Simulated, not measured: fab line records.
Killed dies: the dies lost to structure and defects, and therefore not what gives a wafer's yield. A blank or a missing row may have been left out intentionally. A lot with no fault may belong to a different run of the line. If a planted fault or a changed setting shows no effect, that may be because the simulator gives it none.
Chamber matching    flow berkeley-cmos170    4 sister chambers for UCB170_GATE_ETCH_14 on rie-diel-04
The step etches BARC in N2/H2. 8 wafers are shown with their chamber, then 7 later ones without.

== WAFERS, EACH WITH ITS CHAMBER ==
wafer   chamber  drypump-motor-current-A (A)  throttle-valve-pct (%)
L200.1  3        5.92                         13.50
L200.2  0        5.67                         13.49
L204.5  3        5.91                         13.48
L207.2  1        5.84                         13.65
L207.4  0        5.68                         13.50
L207.5  2        6.20                         13.40
L211.1  1        5.86                         13.63
L211.2  2        6.17                         13.40

== WAFERS WITH NO CHAMBER GIVEN ==
wafer   drypump-motor-current-A (A)  throttle-valve-pct (%)
L211.6  5.85                         13.62
L213.1  5.89                         13.49
L213.2  5.69                         13.49
L213.3  5.88                         13.64
L222.1  5.83                         13.63
L222.2  5.91                         13.51
L222.6  5.70                         13.48

== CHAMBER TAKEN BY EACH ==
wafer   from the rows above  in truth
L211.6  1                    1
L213.1  3                    3
L213.2  0                    0
L213.3  1                    1
L222.1  1                    1
L222.2  3                    3
L222.6  0                    0
7 of 7 placed correctly. Not placeable from these rows: 0. 0 placed wrongly.
How it was worked out, from the rows above alone: a wafer's distance from a chamber is the root of the sum, over the readings, of the square of ((its reading less the chamber's mean) divided by the reading's scatter). If the next closest chamber is less than 2 further off than the closest, the wafer can't be placed; otherwise it belongs to the closest. A chamber's mean is the mean of its shown wafers. The scatter is the square root of a quotient: the sum, over the shown wafers, of each reading's squared deviation from its chamber's mean, divided by wafers minus chambers.
